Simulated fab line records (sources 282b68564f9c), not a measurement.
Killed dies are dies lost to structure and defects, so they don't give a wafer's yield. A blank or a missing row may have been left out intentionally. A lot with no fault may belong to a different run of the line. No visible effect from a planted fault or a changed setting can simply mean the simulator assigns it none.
8D (eight disciplines) problem report, filled in by code | flow rit_cmos | the parts of the form that need people (team, actions taken, sign-off) are left out

## 1. WHAT IS WRONG
Across 9 wafers from 3 lots, PRETRO_TW at RIT_PRETRO_TW_MEAS_10 averages 1063, while fault-free wafers read 473 with a standard deviation of 3.5. So: +99 or more standard deviations from the usual mean.
First observed at day 3 18:01: wafer L779.1, on film_metro-01. At this step, 45 wafers from 15 lots have a number in the record. By rule, "out" or "out of limits" means more than 4 standard deviations away from the usual mean. All remaining wafers that have a number are taken as sound.

## 2. WHAT IT IS, AND WHAT IT ISN'T
question                    | is                     | is not
which readings at this step | PRETRO_TW              | -
which lots                  | L779, L780, L781       | L773, L774, L775, L777, L786, L788, L789, L790, L791, L792, L794, L796
which wafers of those lots  | all that have a number | -
read on which gauges        | film_metro-01          | film_metro-02, film_metro-04
when                        | from day 3 18:01       | up to then (12 sound wafers); but 24 sound wafers of L786, L788, L789, L790, L791, L792, L794, L796 came after

## 3. SUSPECTS, AND WHAT RULES EACH OUT
Counting: a tool stays on the suspect list if, at a process step up to the reading, it processed all lots that are out and no sound lot following the first of them.
- the gauge at RIT_PRETRO_TW_MEAS_10: kept. All the wafers that are out were read on film_metro-01, and no step on other tools shows them out.
- litho_track-02 at RIT_NRETRO_COAT_01 (resist thk 1300 nm): ruled out as a lasting fault. After its first lot that is out, L779 (day 3 14:52), sound lots L786, L789, L794 ran on it.
After counting, what remains is film_metro-01 at RIT_PRETRO_TW_MEAS_10.

## 4. THE CAUSE (what the simulator had put in)
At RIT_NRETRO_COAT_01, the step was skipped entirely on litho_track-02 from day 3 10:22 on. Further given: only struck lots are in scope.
The count ruled it out by mistake, since the rule takes a fault to strike every lot its tool runs from the start of the fault on, and this one did not do so.

## 5. SEQUENCE OF EFFECTS, ordered by route
Each row: a reading whose mean over the struck wafers that have a number lies more than 3 standard deviations from the usual. Only readings for which the record gives a usual standard deviation are gone through. hours: the time from each lot's start at the first step in this table that gives one to its start at this step, as a median over the lots. sigmas: the change in usual standard deviations.
hours | step                  | reading   | usual | on struck wafers | change | sigmas
0     | RIT_PRETRO_TW_MEAS_10 | PRETRO_TW | 473   | 1063             | +590   | +99 or more
Readings that are blank on the struck wafers while sound wafers have them: chill_plate_temp_C at RIT_NRETRO_COAT_01; dispense_pressure_kPa at RIT_NRETRO_COAT_01; NRETRO_OVL at RIT_NRETRO_OVL_MEAS_06.
Later steps that measure or inspect, where all struck wafers having a row at the step show a number for every such reading and not one has moved that far: RIT_GATE_THK_MEAS_07.

## 6. WHAT WOULD HAVE CAUGHT IT SOONER
In this record the first reading out of limits at a measuring or inspecting step was taken at day 3 18:01, 8 hours after the fault began at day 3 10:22.
Between RIT_NRETRO_COAT_01 and RIT_PRETRO_TW_MEAS_10, RIT_NRETRO_OVL_MEAS_06 gave no NRETRO_OVL on the struck wafers, where sound wafers have one: a measuring or inspecting step that comes back empty is itself a sign.
At RIT_NRETRO_COAT_01 the tool's readings are blank on the struck wafers, where sound wafers have them: an empty tool record is the first sign, and it was there at once.
